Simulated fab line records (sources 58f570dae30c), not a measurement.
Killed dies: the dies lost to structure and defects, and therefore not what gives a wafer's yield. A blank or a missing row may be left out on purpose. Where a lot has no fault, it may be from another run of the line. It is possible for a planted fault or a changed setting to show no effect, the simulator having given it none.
Which of the tools did it? / flow berkeley-cmos170 / 14 lots with 42 wafers sampled at 7 steps, on a route of 331 steps

== WHAT THE GAUGES READ, wafer by wafer ==
UCB170_PVT_TW_MEAS_09. Usual: for PVT_TW the level is 509 and the standard deviation is 5.
lot=L215; measured=day 6 07:34; on=film-metro-03; PVT_TW=515 516 515; flag=
lot=L217; measured=day 6 15:56; on=film-metro-02; PVT_TW=503 503 503; flag=
lot=L216; measured=day 6 16:17; on=film-metro-03; PVT_TW=512 516 514; flag=
lot=L218; measured=day 7 06:46; on=film-metro-03; PVT_TW=515 516 515; flag=
lot=L219; measured=day 7 17:21; on=film-metro-02; PVT_TW=504 506 505; flag=
lot=L220; measured=day 7 17:33; on=film-metro-03; PVT_TW=515 516 513; flag=
lot=L221; measured=day 7 17:42; on=film-metro-03; PVT_TW=516 513 515; flag=
lot=L223; measured=day 8 06:02; on=film-metro-03; PVT_TW=513 518 515; flag=
lot=L222; measured=day 8 06:15; on=film-metro-02; PVT_TW=506 506 506; flag=
lot=L224; measured=day 8 16:49; on=film-metro-04; PVT_TW=512 510 510; flag=
lot=L225; measured=day 9 04:58; on=film-metro-04; PVT_TW=508 508 503; flag=
lot=L229; measured=day 9 19:47; on=film-metro-02; PVT_TW=501 506 503; flag=
lot=L231; measured=day 10 04:31; on=film-metro-04; PVT_TW=509 506 508; flag=
lot=L230; measured=day 10 05:48; on=film-metro-02; PVT_TW=505 504 502; flag=

UCB170_NLDD_TW_MEAS_11. Usual: for NLDD_TW the level is 2201 and the standard deviation is 14.
lot=L215; measured=day 7 04:40; on=film-metro-01; NLDD_TW=2218 2203 2220; flag=
lot=L217; measured=day 7 19:59; on=film-metro-04; NLDD_TW=2213 2210 2207; flag=
lot=L216; measured=day 7 19:33; on=film-metro-02; NLDD_TW=2194 2189 2187; flag=
lot=L218; measured=day 8 07:48; on=film-metro-01; NLDD_TW=2229 2227 2225; flag=
lot=L219; measured=day 8 15:53; on=film-metro-04; NLDD_TW=2206 2222 2217; flag=
lot=L220; measured=day 8 15:26; on=film-metro-04; NLDD_TW=2211 2220 2206; flag=
lot=L221; measured=day 8 16:30; on=film-metro-02; NLDD_TW=2206 2194 2203; flag=
lot=L223; measured=day 9 02:32; on=film-metro-02; NLDD_TW=2175 2184 2186; flag=
lot=L222; measured=day 9 02:56; on=film-metro-04; NLDD_TW=2202 2202 2203; flag=
lot=L224; measured=day 9 14:04; on=film-metro-04; NLDD_TW=2209 2203 2206; flag=
lot=L225; measured=day 9 23:02; on=film-metro-02; NLDD_TW=2175 2183 2178; flag=
lot=L229; measured=day 10 16:31; on=film-metro-04; NLDD_TW=3127 3122 3130; flag=OFF
lot=L231; measured=day 11 08:31; on=film-metro-04; NLDD_TW=3110 3135 3118; flag=OFF
lot=L230; measured=day 11 07:57; on=film-metro-04; NLDD_TW=3124 3104 3107; flag=OFF

UCB170_SDANNEAL_RS_MEAS_05: the measuring method here is four-point-probe. Usual: for NLDD_RS the level is 616.6 ohm/sq and the standard deviation is 1.6.
lot=L215; measured=day 7 17:20; on=film-metro-04; NLDD_RS (ohm/sq)=614.0 617.4 616.8; flag=
lot=L217; measured=day 8 09:03; on=film-metro-02; NLDD_RS (ohm/sq)=619.8 618.9 618.2; flag=
lot=L216; measured=day 8 09:04; on=film-metro-01; NLDD_RS (ohm/sq)=613.8 613.6 614.0; flag=
lot=L218; measured=day 8 22:16; on=film-metro-04; NLDD_RS (ohm/sq)=614.5 615.1 614.9; flag=
lot=L219; measured=day 9 03:39; on=film-metro-04; NLDD_RS (ohm/sq)=615.7 612.9 615.3; flag=
lot=L220; measured=day 9 02:49; on=film-metro-01; NLDD_RS (ohm/sq)=615.4 616.5 616.6; flag=
lot=L221; measured=day 9 03:16; on=film-metro-02; NLDD_RS (ohm/sq)=618.1 619.4 619.1; flag=
lot=L223; measured=day 9 13:59; on=film-metro-01; NLDD_RS (ohm/sq)=619.8 617.0 617.5; flag=
lot=L222; measured=day 9 13:43; on=film-metro-04; NLDD_RS (ohm/sq)=616.5 618.1 617.5; flag=
lot=L224; measured=day 10 03:56; on=film-metro-04; NLDD_RS (ohm/sq)=615.4 614.4 616.2; flag=
lot=L225; measured=day 10 11:52; on=film-metro-04; NLDD_RS (ohm/sq)=618.6 618.8 617.4; flag=
lot=L229; measured=day 11 01:47; on=film-metro-04; NLDD_RS (ohm/sq)=172.7 173.1 173.0; flag=OFF
lot=L231; measured=day 11 23:22; on=film-metro-02; NLDD_RS (ohm/sq)=173.3 173.1 173.3; flag=OFF
lot=L230; measured=day 11 23:52; on=film-metro-04; NLDD_RS (ohm/sq)=172.6 172.7 172.8; flag=OFF

UCB170_V1_BOW_MEAS_03. Usual: for V1_BOW the level is 19 um and the standard deviation is 6.6.
lot=L215; measured=day 8 04:37; on=film-metro-01; V1_BOW (um)=30 19 14; flag=
lot=L217; measured=day 8 19:57; on=film-metro-03; V1_BOW (um)=18 30 13; flag=
lot=L216; measured=day 8 18:38; on=film-metro-02; V1_BOW (um)=18 19 18; flag=
lot=L218; measured=day 9 07:22; on=film-metro-01; V1_BOW (um)=13 29 13; flag=
lot=L219; measured=day 9 14:20; on=film-metro-02; V1_BOW (um)=23 18 11; flag=
lot=L220; measured=day 9 11:41; on=film-metro-03; V1_BOW (um)=20 25 22; flag=
lot=L221; measured=day 9 13:01; on=film-metro-03; V1_BOW (um)=28 15 19; flag=
lot=L223; measured=day 9 23:44; on=film-metro-01; V1_BOW (um)=11 19 19; flag=
lot=L222; measured=day 9 22:26; on=film-metro-03; V1_BOW (um)=14 23 14; flag=
lot=L224; measured=day 10 14:01; on=film-metro-03; V1_BOW (um)=20 25 28; flag=
lot=L225; measured=day 10 22:53; on=film-metro-01; V1_BOW (um)=10 15 17; flag=
lot=L229; measured=day 11 12:21; on=film-metro-02; V1_BOW (um)=17 17 21; flag=
lot=L231; measured=day 12 11:44; on=film-metro-02; V1_BOW (um)=25 17 23; flag=
lot=L230; measured=day 12 10:22; on=film-metro-03; V1_BOW (um)=22 20 26; flag=

== WHICH TOOL RAN EACH LOT (tool, then ch and the chambers of the sampled wafers, then the start) ==
lot=L215; UCB170_NLDD_IMPLANT_08=implanter-01 ch 0, day 7 04:16; UCB170_NLDD_STRIP_10=plasma-asher-02 ch 0,1, day 7 04:34; UCB170_BACKSIDE_STRIP_03=plasma-asher-01 ch 0,1, day 7 16:32
lot=L217; UCB170_NLDD_IMPLANT_08=implanter-01 ch 0, day 7 19:35; UCB170_NLDD_STRIP_10=plasma-asher-01 ch 0,1, day 7 19:53; UCB170_BACKSIDE_STRIP_03=plasma-asher-03 ch 0,1, day 8 08:13
lot=L216; UCB170_NLDD_IMPLANT_08=implanter-03 ch 0, day 7 19:10; UCB170_NLDD_STRIP_10=plasma-asher-02 ch 0,1, day 7 19:26; UCB170_BACKSIDE_STRIP_03=plasma-asher-03 ch 0,1, day 8 08:01
lot=L218; UCB170_NLDD_IMPLANT_08=implanter-03 ch 0, day 8 07:24; UCB170_NLDD_STRIP_10=plasma-asher-02 ch 0,1, day 8 07:42; UCB170_BACKSIDE_STRIP_03=plasma-asher-01 ch 0,1, day 8 21:31
lot=L219; UCB170_NLDD_IMPLANT_08=implanter-03 ch 0, day 8 15:29; UCB170_NLDD_STRIP_10=plasma-asher-01 ch 0,1, day 8 15:47; UCB170_BACKSIDE_STRIP_03=plasma-asher-03 ch 0,1, day 9 02:53
lot=L220; UCB170_NLDD_IMPLANT_08=implanter-04 ch 0, day 8 15:02; UCB170_NLDD_STRIP_10=plasma-asher-02 ch 0,1, day 8 15:20; UCB170_BACKSIDE_STRIP_03=plasma-asher-01 ch 0,1, day 9 02:04
lot=L221; UCB170_NLDD_IMPLANT_08=implanter-01 ch 0, day 8 16:06; UCB170_NLDD_STRIP_10=plasma-asher-02 ch 0,1, day 8 16:24; UCB170_BACKSIDE_STRIP_03=plasma-asher-03 ch 0,1, day 9 02:31
lot=L223; UCB170_NLDD_IMPLANT_08=implanter-03 ch 0, day 9 02:08; UCB170_NLDD_STRIP_10=plasma-asher-02 ch 0,1, day 9 02:26; UCB170_BACKSIDE_STRIP_03=plasma-asher-03 ch 0,1, day 9 13:13
lot=L222; UCB170_NLDD_IMPLANT_08=implanter-01 ch 0, day 9 02:33; UCB170_NLDD_STRIP_10=plasma-asher-01 ch 1, day 9 02:49; UCB170_BACKSIDE_STRIP_03=plasma-asher-01 ch 0,1, day 9 12:56
lot=L224; UCB170_NLDD_IMPLANT_08=implanter-01 ch 0, day 9 13:41; UCB170_NLDD_STRIP_10=plasma-asher-01 ch 0,1, day 9 13:57; UCB170_BACKSIDE_STRIP_03=plasma-asher-03 ch 1, day 10 03:10
lot=L225; UCB170_NLDD_IMPLANT_08=implanter-03 ch 0, day 9 22:38; UCB170_NLDD_STRIP_10=plasma-asher-01 ch 0,1, day 9 22:56; UCB170_BACKSIDE_STRIP_03=plasma-asher-03 ch 0,1, day 10 10:52
lot=L229; UCB170_NLDD_IMPLANT_08=implanter-01 ch 0, day 10 16:07; UCB170_NLDD_STRIP_10=plasma-asher-01 ch 0,1, day 10 16:25; UCB170_BACKSIDE_STRIP_03=plasma-asher-01 ch 0,1, day 11 01:01
lot=L231; UCB170_NLDD_IMPLANT_08=implanter-01 ch 0, day 11 08:10; UCB170_NLDD_STRIP_10=plasma-asher-03 ch 0,1, day 11 08:26; UCB170_BACKSIDE_STRIP_03=plasma-asher-01 ch 0,1, day 11 22:34
lot=L230; UCB170_NLDD_IMPLANT_08=implanter-01 ch 0, day 11 07:34; UCB170_NLDD_STRIP_10=plasma-asher-01 ch 0,1, day 11 07:50; UCB170_BACKSIDE_STRIP_03=plasma-asher-01 ch 0,1, day 11 23:05
- UCB170_NLDD_IMPLANT_08
- UCB170_NLDD_STRIP_10: strips in O2.
- UCB170_BACKSIDE_STRIP_03: strips in O2.

== AS READ BY THE TOOLS THEMSELVES (means over the sampled wafers that have a number; for cases with no such wafer, the mark the record gives instead) ==
UCB170_NLDD_IMPLANT_08. Usual: beam-on-s 10.00 s, standard deviation 0.21; dose-ions-cm2 5e+13, standard deviation 5.3e+10; end-station-pressure-torr 5.13e-06 Torr, standard deviation 2.6e-07; faraday-current-uA 159, standard deviation 3.2.
lot=L215; tool=implanter-01; beam-on-s (s)=10.02; dose-ions-cm2=5e+13; end-station-pressure-torr (Torr)=4.88e-06; faraday-current-uA=158; flag=
lot=L217; tool=implanter-01; beam-on-s (s)=9.78; dose-ions-cm2=5e+13; end-station-pressure-torr (Torr)=5.39e-06; faraday-current-uA=162; flag=
lot=L216; tool=implanter-03; beam-on-s (s)=10.06; dose-ions-cm2=5e+13; end-station-pressure-torr (Torr)=5.36e-06; faraday-current-uA=157; flag=
lot=L218; tool=implanter-03; beam-on-s (s)=10.05; dose-ions-cm2=5e+13; end-station-pressure-torr (Torr)=5.16e-06; faraday-current-uA=158; flag=
lot=L219; tool=implanter-03; beam-on-s (s)=10.05; dose-ions-cm2=5e+13; end-station-pressure-torr (Torr)=5.26e-06; faraday-current-uA=158; flag=
lot=L220; tool=implanter-04; beam-on-s (s)=9.99; dose-ions-cm2=5e+13; end-station-pressure-torr (Torr)=4.77e-06; faraday-current-uA=159; flag=
lot=L221; tool=implanter-01; beam-on-s (s)=10.06; dose-ions-cm2=5e+13; end-station-pressure-torr (Torr)=5.00e-06; faraday-current-uA=158; flag=
lot=L223; tool=implanter-03; beam-on-s (s)=9.87; dose-ions-cm2=5e+13; end-station-pressure-torr (Torr)=5.11e-06; faraday-current-uA=160; flag=
lot=L222; tool=implanter-01; beam-on-s (s)=9.84; dose-ions-cm2=5e+13; end-station-pressure-torr (Torr)=5.18e-06; faraday-current-uA=161; flag=
lot=L224; tool=implanter-01; beam-on-s (s)=10.02; dose-ions-cm2=5e+13; end-station-pressure-torr (Torr)=5.03e-06; faraday-current-uA=159; flag=
lot=L225; tool=implanter-03; beam-on-s (s)=9.65; dose-ions-cm2=5e+13; end-station-pressure-torr (Torr)=5.03e-06; faraday-current-uA=164; flag=
lot=L229; tool=implanter-01; beam-on-s (s)=13.31; dose-ions-cm2=5e+14; end-station-pressure-torr (Torr)=5.93e-06; faraday-current-uA=1191; flag=OFF
lot=L231; tool=implanter-01; beam-on-s (s)=13.18; dose-ions-cm2=5e+14; end-station-pressure-torr (Torr)=5.89e-06; faraday-current-uA=1204; flag=OFF
lot=L230; tool=implanter-01; beam-on-s (s)=13.11; dose-ions-cm2=5e+14; end-station-pressure-torr (Torr)=5.74e-06; faraday-current-uA=1208; flag=OFF

UCB170_NLDD_STRIP_10. Usual: drypump-motor-current-A 5.4 A, standard deviation 0.37; o2-flow-sccm 400.1 sccm, standard deviation 1.1; oes-product-au 0.735 a.u., standard deviation 0.0047; strip-time-to-endpoint-s 21.62 s, standard deviation 0.059.
lot=L215; tool=plasma-asher-02; drypump-motor-current-A (A)=5.3; o2-flow-sccm (sccm)=401.4; oes-product-au (a.u.)=0.732; strip-time-to-endpoint-s (s)=21.68; flag=
lot=L217; tool=plasma-asher-01; drypump-motor-current-A (A)=5.3; o2-flow-sccm (sccm)=400.2; oes-product-au (a.u.)=0.737; strip-time-to-endpoint-s (s)=21.66; flag=
lot=L216; tool=plasma-asher-02; drypump-motor-current-A (A)=5.3; o2-flow-sccm (sccm)=400.1; oes-product-au (a.u.)=0.733; strip-time-to-endpoint-s (s)=21.64; flag=
lot=L218; tool=plasma-asher-02; drypump-motor-current-A (A)=5.3; o2-flow-sccm (sccm)=399.1; oes-product-au (a.u.)=0.737; strip-time-to-endpoint-s (s)=21.64; flag=
lot=L219; tool=plasma-asher-01; drypump-motor-current-A (A)=5.5; o2-flow-sccm (sccm)=400.9; oes-product-au (a.u.)=0.733; strip-time-to-endpoint-s (s)=21.60; flag=
lot=L220; tool=plasma-asher-02; drypump-motor-current-A (A)=5.3; o2-flow-sccm (sccm)=400.2; oes-product-au (a.u.)=0.737; strip-time-to-endpoint-s (s)=21.60; flag=
lot=L221; tool=plasma-asher-02; drypump-motor-current-A (A)=5.2; o2-flow-sccm (sccm)=399.8; oes-product-au (a.u.)=0.736; strip-time-to-endpoint-s (s)=21.57; flag=
lot=L223; tool=plasma-asher-02; drypump-motor-current-A (A)=5.3; o2-flow-sccm (sccm)=401.2; oes-product-au (a.u.)=0.731; strip-time-to-endpoint-s (s)=21.63; flag=
lot=L222; tool=plasma-asher-01; drypump-motor-current-A (A)=5.7; o2-flow-sccm (sccm)=401.0; oes-product-au (a.u.)=0.733; strip-time-to-endpoint-s (s)=21.58; flag=
lot=L224; tool=plasma-asher-01; drypump-motor-current-A (A)=5.5; o2-flow-sccm (sccm)=399.4; oes-product-au (a.u.)=0.740; strip-time-to-endpoint-s (s)=21.52; flag=
lot=L225; tool=plasma-asher-01; drypump-motor-current-A (A)=5.3; o2-flow-sccm (sccm)=400.3; oes-product-au (a.u.)=0.733; strip-time-to-endpoint-s (s)=21.51; flag=
lot=L229; tool=plasma-asher-01; drypump-motor-current-A (A)=5.3; o2-flow-sccm (sccm)=400.0; oes-product-au (a.u.)=0.685; strip-time-to-endpoint-s (s)=23.89; flag=OFF
lot=L231; tool=plasma-asher-03; drypump-motor-current-A (A)=5.7; o2-flow-sccm (sccm)=400.1; oes-product-au (a.u.)=0.687; strip-time-to-endpoint-s (s)=23.85; flag=OFF
lot=L230; tool=plasma-asher-01; drypump-motor-current-A (A)=5.3; o2-flow-sccm (sccm)=399.7; oes-product-au (a.u.)=0.685; strip-time-to-endpoint-s (s)=23.78; flag=OFF

UCB170_BACKSIDE_STRIP_03. Usual: drypump-motor-current-A 5.7 A, standard deviation 0.52; o2-flow-sccm 399.9 sccm, standard deviation 1.1; oes-product-au 0.734 a.u., standard deviation 0.0047; strip-time-to-endpoint-s 22.00 s, standard deviation 0.065.
lot=L215; tool=plasma-asher-01; drypump-motor-current-A (A)=5.5; o2-flow-sccm (sccm)=399.5; oes-product-au (a.u.)=0.741; strip-time-to-endpoint-s (s)=22.04; flag=
lot=L217; tool=plasma-asher-03; drypump-motor-current-A (A)=6.1; o2-flow-sccm (sccm)=400.4; oes-product-au (a.u.)=0.731; strip-time-to-endpoint-s (s)=21.98; flag=
lot=L216; tool=plasma-asher-03; drypump-motor-current-A (A)=5.7; o2-flow-sccm (sccm)=400.0; oes-product-au (a.u.)=0.738; strip-time-to-endpoint-s (s)=22.05; flag=
lot=L218; tool=plasma-asher-01; drypump-motor-current-A (A)=5.5; o2-flow-sccm (sccm)=400.7; oes-product-au (a.u.)=0.738; strip-time-to-endpoint-s (s)=21.99; flag=
lot=L219; tool=plasma-asher-03; drypump-motor-current-A (A)=5.7; o2-flow-sccm (sccm)=399.1; oes-product-au (a.u.)=0.734; strip-time-to-endpoint-s (s)=22.03; flag=
lot=L220; tool=plasma-asher-01; drypump-motor-current-A (A)=5.5; o2-flow-sccm (sccm)=399.7; oes-product-au (a.u.)=0.734; strip-time-to-endpoint-s (s)=22.01; flag=
lot=L221; tool=plasma-asher-03; drypump-motor-current-A (A)=6.1; o2-flow-sccm (sccm)=400.1; oes-product-au (a.u.)=0.733; strip-time-to-endpoint-s (s)=22.09; flag=
lot=L223; tool=plasma-asher-03; drypump-motor-current-A (A)=5.7; o2-flow-sccm (sccm)=400.0; oes-product-au (a.u.)=0.733; strip-time-to-endpoint-s (s)=22.04; flag=
lot=L222; tool=plasma-asher-01; drypump-motor-current-A (A)=5.5; o2-flow-sccm (sccm)=398.7; oes-product-au (a.u.)=0.734; strip-time-to-endpoint-s (s)=21.95; flag=
lot=L224; tool=plasma-asher-03; drypump-motor-current-A (A)=5.3; o2-flow-sccm (sccm)=398.6; oes-product-au (a.u.)=0.738; strip-time-to-endpoint-s (s)=22.07; flag=
lot=L225; tool=plasma-asher-03; drypump-motor-current-A (A)=5.7; o2-flow-sccm (sccm)=400.1; oes-product-au (a.u.)=0.736; strip-time-to-endpoint-s (s)=21.96; flag=
lot=L229; tool=plasma-asher-01; drypump-motor-current-A (A)=5.5; o2-flow-sccm (sccm)=400.9; oes-product-au (a.u.)=0.732; strip-time-to-endpoint-s (s)=21.89; flag=
lot=L231; tool=plasma-asher-01; drypump-motor-current-A (A)=5.3; o2-flow-sccm (sccm)=399.7; oes-product-au (a.u.)=0.735; strip-time-to-endpoint-s (s)=22.03; flag=
lot=L230; tool=plasma-asher-01; drypump-motor-current-A (A)=5.3; o2-flow-sccm (sccm)=400.1; oes-product-au (a.u.)=0.730; strip-time-to-endpoint-s (s)=22.03; flag=

== THE ANSWER, worked out from the rows above alone ==
Rule: lot off if the mean of its wafers having a number is beyond 3 standard deviations from the usual mean. A lot without any number at a reading at which 4 lots or more have one is off too. All remaining lots with rows at the step are treated as sound. Order of review: gauges by route order, followed by the tools' own readings, for which a lot's mean as printed above is used. The first step at which some lot is off is used, and at that step the reading that is off furthest; a lot without a number counts as furthest.
Off: at UCB170_NLDD_TW_MEAS_11 (NLDD_TW), L229, L231, L230.
A tool fits if, at a process step before that reading, it ran every lot that is off, and no sound lot after the first of them. The gauges at UCB170_NLDD_TW_MEAS_11 aren't tried: what is off there is off at UCB170_NLDD_IMPLANT_08 too, on other tools, and a gauge's error can't cause that. One fits: implanter-01 at UCB170_NLDD_IMPLANT_08. A fault onset in the window from L224 (day 9 13:41, its last sound lot) to L229 (day 10 16:07, its first lot off) fits.
The tool's own readings at UCB170_NLDD_IMPLANT_08 bear it out: on the lots that are off they differ by more than 5 times the standard deviation of the sound lots' means. beam-on-s reads 13.20 s there against 9.94 s on the sound lots; dose-ions-cm2 reads 5e+14 there against 5e+13 on the sound lots; faraday-current-uA reads 1201 there against 159 on the sound lots.

== WHAT THE SIMULATOR HAD INSERTED ==
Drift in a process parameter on implanter-01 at UCB170_NLDD_IMPLANT_08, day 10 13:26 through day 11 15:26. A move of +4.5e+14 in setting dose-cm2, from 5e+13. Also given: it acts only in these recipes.
Lots struck among those shown: L229, L231, L230. Same finding as the rule above.
